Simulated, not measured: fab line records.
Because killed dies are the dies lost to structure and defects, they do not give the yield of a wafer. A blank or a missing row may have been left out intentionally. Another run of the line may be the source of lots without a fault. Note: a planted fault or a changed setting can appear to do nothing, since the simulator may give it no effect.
Which tool was responsible? ; flow rit cmos ; Sampling: 14 lots, 42 wafers, 4 of 202 route steps

== WHAT EACH GAUGE READ, for each wafer ==
Not one reading of a measure or inspect step in the record can be checked against a usual standard deviation.

== WHICH TOOL RAN EACH LOT (tool, then ch and the chambers of the sampled wafers, then the start) ==
lot;RIT_NLDD_STRIP_09;RIT_PLDD_STRIP_09;RIT_NSD_DEVELOP_05;RIT_NSD_STRIP_09
L263;plasma asher-04 ch 0,1, day 2 17:18;plasma asher-01 ch 0,1, day 2 18:55;litho track-04 ch 0, day 2 22:00;plasma asher-04 ch 0,1, day 2 23:08
L264;plasma asher-04 ch 0,1, day 2 23:35;plasma asher-03 ch 0,1, day 3 01:01;litho track-03 ch 0, day 3 05:00;plasma asher-02 ch 0,1, day 3 05:34
L265;plasma asher-04 ch 0,1, day 3 08:09;plasma asher-03 ch 0,1, day 3 09:34;litho track-04 ch 0, day 3 13:00;plasma asher-04 ch 1, day 3 13:41
L266;plasma asher-02 ch 0,1, day 3 10:12;plasma asher-02 ch 0,1, day 3 11:45;litho track-03 ch 0, day 3 15:00;plasma asher-02 ch 0,1, day 3 15:52
L269;plasma asher-02 ch 0,1, day 4 00:40;plasma asher-03 ch 0,1, day 4 02:05;litho track-04 ch 0, day 4 06:00;plasma asher-04 ch 0,1, day 4 07:26
L270;plasma asher-03 ch 0,1, day 4 09:46;plasma asher-02 ch 0,1, day 4 11:18;litho track-03 ch 0, day 4 15:00;plasma asher-02 ch 0,1, day 4 15:36
L273;plasma asher-02 ch 0,1, day 4 20:25;plasma asher-03 ch 0,1, day 4 21:50;litho track-04 ch 0, day 5 01:00;plasma asher-01 ch 0,1, day 5 02:08
L278;plasma asher-02 ch 0,1, day 5 23:02;plasma asher-03 ch 0,1, day 6 00:40;litho track-01, day 6 04:00;plasma asher-02 ch 0,1, day 6 04:42
L279;plasma asher-03 ch 0,1, day 6 07:22;plasma asher-03 ch 0,1, day 6 08:48;litho track-01, day 6 12:00;plasma asher-02 ch 0,1, day 6 13:05
L280;plasma asher-03 ch 0,1, day 6 10:54;plasma asher-03 ch 0,1, day 6 12:37;litho track-01 ch 0, day 6 16:00;plasma asher-04 ch 1, day 6 16:34
L282;plasma asher-04 ch 0, day 6 18:43;plasma asher-02 ch 0,1, day 6 20:30;litho track-01 ch 0, day 7 00:00;plasma asher-02 ch 0, day 7 00:35
L283;plasma asher-02 ch 0,1, day 7 01:07;plasma asher-02 ch 0,1, day 7 02:52;litho track-03 ch 0, day 7 07:00;plasma asher-02 ch 0,1, day 7 08:04
L285;plasma asher-04 ch 0,1, day 7 07:45;plasma asher-01 ch 0,1, day 7 09:19;litho track-03 ch 0, day 7 13:00;plasma asher-04 ch 0,1, day 7 14:19
L286;plasma asher-02 ch 0,1, day 7 13:53;plasma asher-03 ch 0,1, day 7 15:18;litho track-01 ch 0, day 7 19:00;plasma asher-02 ch 0,1, day 7 20:14
- RIT_NLDD_STRIP_09: strips in O2, time 180 s.
- RIT_PLDD_STRIP_09: strips in O2, time 180 s.
- RIT_NSD_DEVELOP_05: develop time 50 s.
- RIT_NSD_STRIP_09: strips in O2, time 180 s.

== AS READ BY THE TOOLS THEMSELVES (means over the sampled wafers that have a number; for cases with no such wafer, the mark the record gives instead) ==
RIT_NLDD_STRIP_09.
lot;tool;drypump motor current A (A)
L263;plasma asher-04;5.6
L264;plasma asher-04;5.6
L265;plasma asher-04;5.5
L266;plasma asher-02;6.3
L269;plasma asher-02;6.4
L270;plasma asher-03;5.8
L273;plasma asher-02;6.4
L278;plasma asher-02;6.3
L279;plasma asher-03;5.3
L280;plasma asher-03;5.3
L282;plasma asher-04;6.3
L283;plasma asher-02;6.4
L285;plasma asher-04;5.6
L286;plasma asher-02;6.3

RIT_PLDD_STRIP_09.
lot;tool;drypump motor current A (A)
L263;plasma asher-01;6.4
L264;plasma asher-03;5.3
L265;plasma asher-03;5.8
L266;plasma asher-02;6.3
L269;plasma asher-03;5.3
L270;plasma asher-02;6.3
L273;plasma asher-03;5.8
L278;plasma asher-03;5.8
L279;plasma asher-03;5.3
L280;plasma asher-03;5.8
L282;plasma asher-02;6.2
L283;plasma asher-02;6.2
L285;plasma asher-01;6.4
L286;plasma asher-03;5.3

RIT_NSD_DEVELOP_05.
lot;tool;chill plate temp C (C)
L263;litho track-04;23.02
L264;litho track-03;23.05
L265;litho track-04;22.95
L266;litho track-03;23.01
L269;litho track-04;22.97
L270;litho track-03;22.96
L273;litho track-04;23.11
L278;litho track-01;-
L279;litho track-01;-
L280;litho track-01;23.12
L282;litho track-01;23.06
L283;litho track-03;22.96
L285;litho track-03;23.04
L286;litho track-01;23.02

RIT_NSD_STRIP_09.
lot;tool;drypump motor current A (A)
L263;plasma asher-04;5.6
L264;plasma asher-02;6.5
L265;plasma asher-04;5.2
L266;plasma asher-02;6.4
L269;plasma asher-04;5.5
L270;plasma asher-02;6.4
L273;plasma asher-01;6.0
L278;plasma asher-02;6.4
L279;plasma asher-02;6.4
L280;plasma asher-04;5.2
L282;plasma asher-02;6.1
L283;plasma asher-02;6.3
L285;plasma asher-04;5.5
L286;plasma asher-02;6.4

== THE ANSWER, worked out from the rows above alone ==
Rule: the usual values come from the lots themselves. Put in order of their means at a reading, lots are off if they are a third of the lots or fewer, leave a main group of 4 or more, and stand apart from it by a gap of 3 or more times the standard deviation of the main group's means; of several such gaps the widest counts. The tables above print the reading to a certain number of digits; a main group whose means all agree to those digits is not used. Also off: a lot with no number at a reading for which 4 or more lots have one. Any other lot the step has rows for is counted as sound. First the gauges in route order, then the tools' own readings, where a lot's mean is used as printed above. The first step at which some lot is off is used, and at that step the reading that is off furthest; a lot without a number counts as furthest.
Off, at RIT_NSD_DEVELOP_05 on chill plate temp C: L278, L279. Without a number there: L278, L279. Main group: mean 23.02 C, sd 0.054.
If a tool, at that step or one of the process steps before it, ran each lot that is off and ran no sound lot following the first of them, it fits. None of those tried fits.

== WHAT WAS PUT IN BY THE SIMULATOR ==
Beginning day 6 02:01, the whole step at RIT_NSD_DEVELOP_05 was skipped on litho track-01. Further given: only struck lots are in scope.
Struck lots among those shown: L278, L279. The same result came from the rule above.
